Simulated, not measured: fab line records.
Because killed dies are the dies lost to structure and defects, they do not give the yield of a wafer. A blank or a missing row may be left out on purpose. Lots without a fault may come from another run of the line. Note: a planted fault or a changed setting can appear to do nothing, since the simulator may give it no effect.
Which of the tools did it? -- flow berkeley cmos170 -- route of 331 steps, sampled at 1 step: 15 lots, 45 wafers

WHAT EACH GAUGE READ, for each wafer
UCB170_NLDD_OVL_MEAS_07. Usual: NLDD_OVL typically reads 3 nm, with standard deviation 6.2.
lot,measured,on,NLDD_OVL (nm),flag
L408,day 7 02:47,overlay-02,13 18 8,
L409,day 7 18:23,overlay-02,5 1 3,
L412,day 8 09:21,overlay-01,-7 0 2,
L414,day 8 17:40,overlay-02,11 11 7,
L415,day 8 17:57,overlay-01,-2 -1 -2,
L418,day 9 00:04,overlay-02,-2 -7 -11,
L416,day 9 00:08,overlay-01,0 -4 2,
L419,day 9 23:13,overlay-01,7 1 2,
L420,day 9 23:31,overlay-01,7 10 4,
L421,day 9 23:45,overlay-02,2 1 1,
L423,day 10 16:16,overlay-01,5 2 -3,
L426,day 11 04:29,overlay-01,12 0 3,
L425,day 11 04:45,overlay-02,3 1 4,
L429,day 11 23:55,overlay-02,8 7 0,
L431,day 12 17:02,overlay-02,5 12 5,

EACH LOT AND THE TOOL THAT RAN IT (in order: tool; ch and the chambers of the sampled wafers; start)
Before these readings, the record contains no process step.

AS READ BY THE TOOLS THEMSELVES (means over the sampled wafers that have a number; for cases with no such wafer, the mark the record gives instead)
The record holds no such reading with a usual standard deviation.

THE ANSWER, worked out from the rows above alone
Rule: a lot is off if the mean of its wafers that have a number lies more than 3 standard deviations from the usual mean. A lot without any number at a reading at which 4 lots or more have one is off too. The other lots that the step has rows for count as sound. First the gauges in route order, then the tools' own readings, where a lot's mean is used as printed above. At the first step where some lot is off, the reading lying furthest off is the one used; lots without a number count as furthest.
Across all readings shown, no lot is off: no conclusion can be drawn from this.

WHAT THE SIMULATOR PUT IN
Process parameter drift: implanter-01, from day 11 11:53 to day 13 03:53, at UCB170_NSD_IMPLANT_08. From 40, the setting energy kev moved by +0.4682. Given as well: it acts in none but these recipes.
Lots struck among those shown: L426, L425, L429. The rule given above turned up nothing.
